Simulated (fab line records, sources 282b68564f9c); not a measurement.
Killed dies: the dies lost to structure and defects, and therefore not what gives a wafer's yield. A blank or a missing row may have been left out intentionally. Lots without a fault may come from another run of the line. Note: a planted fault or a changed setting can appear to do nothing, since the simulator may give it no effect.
Which tool is to blame?	flow rit-cmos	14 lots with 42 wafers sampled at 6 steps, on a route of 202 steps

## WHAT THE GAUGES READ, wafer by wafer
RIT_PRETRO_OVL_MEAS_06.
lot	measured	on	PRETRO_OVL (nm)
L509	day 2 13:06	overlay-01	-1.3 -1.4 -1.8
L510	day 2 19:08	overlay-02	-0.1 -0.3 0.2
L511	day 2 22:55	overlay-02	3.8 3.2 3.9
L512	day 3 05:48	overlay-02	-0.7 -0.9 0.4
L513	day 3 10:32	overlay-02	1.7 1.5 0.6
L514	day 3 14:40	overlay-01	-0.6 -2.6 -1.7
L515	day 3 19:46	overlay-01	1.6 2.3 0.9
L517	day 4 07:28	overlay-02	1.4 2.6 0.9
L518	day 4 12:23	overlay-02	0.2 1.8 0.1
L519	day 4 15:23	overlay-02	0.5 1.8 0.5
L523	day 5 17:50	overlay-01	2.0 0.9 0.2
L529	day 6 21:01	overlay-01	1.9 1.4 1.3
L530	day 7 02:56	overlay-02	0.6 1.8 1.3
L531	day 7 06:42	overlay-02	3.1 2.3 2.3

RIT_NLDD_OVL_MEAS_06.
lot	measured	on	NLDD_OVL (nm)
L509	day 3 01:22	overlay-01	-3.1 -2.5 -2.5
L510	day 3 05:04	overlay-02	1.1 0.1 1.1
L511	day 3 09:55	overlay-02	0.1 -1.2 -0.1
L512	day 3 20:21	overlay-02	-0.9 -2.4 -0.6
L513	day 3 21:55	overlay-01	-0.6 -0.5 -2.0
L514	day 4 00:25	overlay-02	-4.0 -2.6 -1.4
L515	day 4 07:09	overlay-02	-0.4 -1.7 -0.2
L517	day 4 19:50	overlay-02	-0.1 -1.4 -0.1
L518	day 5 03:28	overlay-02	-2.3 -2.2 -2.7
L519	day 5 10:46	overlay-02	0.1 0.3 -2.2
L523	day 6 07:31	overlay-02	-1.9 -3.2 -2.1
L529	day 7 12:49	overlay-01	-3.1 -1.2 -2.4
L530	day 7 17:22	overlay-02	-4.7 -3.8 -3.5
L531	day 7 19:23	overlay-02	-0.1 1.8 1.5

RIT_M1_RS_MEAS_01: the measuring method here is four-point-probe.
lot	measured	on	M1_AL_RS (ohm/sq)
L509	day 3 12:53	film-metro-03	0.0726 0.0729 0.0732
L510	day 3 16:48	film-metro-01	0.0733 0.0730 0.0731
L511	day 3 22:41	film-metro-01	0.0741 0.0733 0.0732
L512	day 4 08:30	film-metro-02	0.0735 0.0742 0.0741
L513	day 4 10:14	film-metro-03	0.0742 0.0741 0.0729
L514	day 4 12:13	film-metro-03	0.0733 0.0732 0.0738
L515	day 4 18:47	film-metro-01	0.0731 0.0736 0.0733
L517	day 5 07:57	film-metro-03	0.0743 0.0730 0.0736
L518	day 5 15:16	film-metro-01	0.0746 0.0746 0.0744
L519	day 5 22:53	film-metro-01	0.0736 0.0743 0.0746
L523	day 6 20:23	film-metro-01	0.0749 0.0741 0.0742
L529	day 8 00:46	film-metro-02	0.0781 0.0769 0.0760
L530	day 8 06:21	film-metro-01	0.0785 0.0778 0.0771
L531	day 8 08:37	film-metro-01	0.0722 0.0722 0.0724

RIT_M1_THK_MEAS_02: measures by xrf.
lot	measured	on	M1_AL_THK (nm)
L509	day 3 12:59	film-metro-03	408 405 403
L510	day 3 16:55	film-metro-01	401 402 400
L511	day 3 22:48	film-metro-01	397 402 400
L512	day 4 08:37	film-metro-02	396 394 393
L513	day 4 10:21	film-metro-03	396 396 404
L514	day 4 12:20	film-metro-03	401 404 398
L515	day 4 18:55	film-metro-01	403 402 404
L517	day 5 08:04	film-metro-03	396 403 398
L518	day 5 15:23	film-metro-01	396 398 399
L519	day 5 23:00	film-metro-01	402 398 398
L523	day 6 20:29	film-metro-01	399 402 399
L529	day 8 00:52	film-metro-02	382 385 391
L530	day 8 06:28	film-metro-01	381 384 388
L531	day 8 08:43	film-metro-01	410 411 412

## EACH LOT AND THE TOOL THAT RAN IT (in order: tool; ch and the chambers of the sampled wafers; start)
lot	RIT_CONTACT_CVD_00	RIT_M1_SPUTTER_00
L509	pecvd-01 ch 0,1, day 3 10:20	pvd-sputter-04, day 3 12:34
L510	pecvd-02 ch 1,2, day 3 14:17	pvd-sputter-03, day 3 16:30
L511	pecvd-03 ch 0,1,2, day 3 20:09	pvd-sputter-04, day 3 22:23
L512	pecvd-01 ch 1,2, day 4 05:52	pvd-sputter-04, day 4 08:12
L513	pecvd-02 ch 0,1,2, day 4 07:35	pvd-sputter-01, day 4 09:55
L514	pecvd-03 ch 0,1,2, day 4 09:28	pvd-sputter-03, day 4 11:55
L515	pecvd-01 ch 0,1,2, day 4 16:09	pvd-sputter-04, day 4 18:30
L517	pecvd-03 ch 0,2, day 5 04:43	pvd-sputter-04, day 5 07:39
L518	pecvd-01 ch 0,1,2, day 5 12:43	pvd-sputter-03, day 5 14:58
L519	pecvd-02 ch 0,1, day 5 20:14	pvd-sputter-04, day 5 22:35
L523	pecvd-03 ch 0,1, day 6 17:35	pvd-sputter-04, day 6 20:03
L529	pecvd-03 ch 0,1,2, day 7 22:05	pvd-sputter-04, day 8 00:25
L530	pecvd-02 ch 1,2, day 8 03:50	pvd-sputter-04, day 8 06:03
L531	pecvd-01 ch 1,2, day 8 06:02	pvd-sputter-01, day 8 08:17
- RIT_CONTACT_CVD_00: deposits SiO2 from TEOS, target thk 400 nm, time 61 s.
- RIT_M1_SPUTTER_00: material Al, target thk 400 nm, time 500 s.

## WHAT THE TOOLS THEMSELVES READ (means of the sampled wafers that have a number; where no wafer has one, the mark that the record gives instead)
RIT_CONTACT_CVD_00.
lot	tool	heater-power-w (W)
L509	pecvd-01	284
L510	pecvd-02	302
L511	pecvd-03	341
L512	pecvd-01	294
L513	pecvd-02	316
L514	pecvd-03	293
L515	pecvd-01	309
L517	pecvd-03	318
L518	pecvd-01	349
L519	pecvd-02	328
L523	pecvd-03	327
L529	pecvd-03	351
L530	pecvd-02	281
L531	pecvd-01	276

RIT_M1_SPUTTER_00.
lot	tool	chamber-pressure-pa (Pa)	throttle-valve-pct (%)
L509	pvd-sputter-04	0.4000	29.6
L510	pvd-sputter-03	0.3987	29.5
L511	pvd-sputter-04	0.3997	29.6
L512	pvd-sputter-04	0.4002	29.5
L513	pvd-sputter-01	0.3998	29.1
L514	pvd-sputter-03	0.3998	29.5
L515	pvd-sputter-04	0.4000	29.3
L517	pvd-sputter-04	0.3995	29.2
L518	pvd-sputter-03	0.4001	29.7
L519	pvd-sputter-04	0.3996	29.5
L523	pvd-sputter-04	0.4004	29.2
L529	pvd-sputter-04	0.4671	27.3
L530	pvd-sputter-04	0.4666	27.0
L531	pvd-sputter-01	0.3995	29.8

## THE ANSWER, worked out from the rows above alone
Rule: what is usual is taken from the lots themselves. Put in order of their means at a reading, lots are off if they are a third of the lots or fewer, leave a main group of 4 or more, and stand apart from it by a gap of 3 or more times the standard deviation of the main group's means; of several such gaps the widest counts. The tables above print the reading to a certain number of digits; a main group whose means all agree to those digits is not used. A lot without any number at a reading at which 4 lots or more have one is off too. Any other lot the step has rows for is counted as sound. After the gauges, taken in route order, come the tools' own readings; for these a lot's mean is taken, as printed above. The first step at which some lot is off is used, and at that step the reading that is off furthest; a lot without a number counts as furthest.
Off: at RIT_M1_RS_MEAS_01 (M1_AL_RS), L529, L530. The main group: mean 0.0736 ohm/sq, standard deviation 0.00062.
A tool fits if, at a process step before that reading, it ran every lot that is off, and no sound lot after the first of them. The gauges at RIT_M1_RS_MEAS_01 aren't tried: what is off there is off at RIT_M1_SPUTTER_00 too, on other tools, and a gauge's error can't cause that. One fits: RIT_M1_SPUTTER_00 on pvd-sputter-04. Its last sound lot is L523 (day 6 20:03), its first lot that is off L529 (day 8 00:25): a fault that began between those two fits.
The tool's own readings at RIT_M1_SPUTTER_00 bear it out: on the lots that are off they differ by more than 5 times the standard deviation of the sound lots' means. chamber-pressure-pa reads 0.4668 Pa there against 0.3998 Pa on the sound lots; throttle-valve-pct reads 27.1 % there against 29.5 % on the sound lots.

## WHAT THE SIMULATOR HAD PUT IN
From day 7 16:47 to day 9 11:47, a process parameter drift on pvd-sputter-04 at RIT_M1_SPUTTER_00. A move of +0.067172 in setting chamber-pressure-pa, from 0.4.
Shown lots that were struck: L529, L530. The rule above found the same.
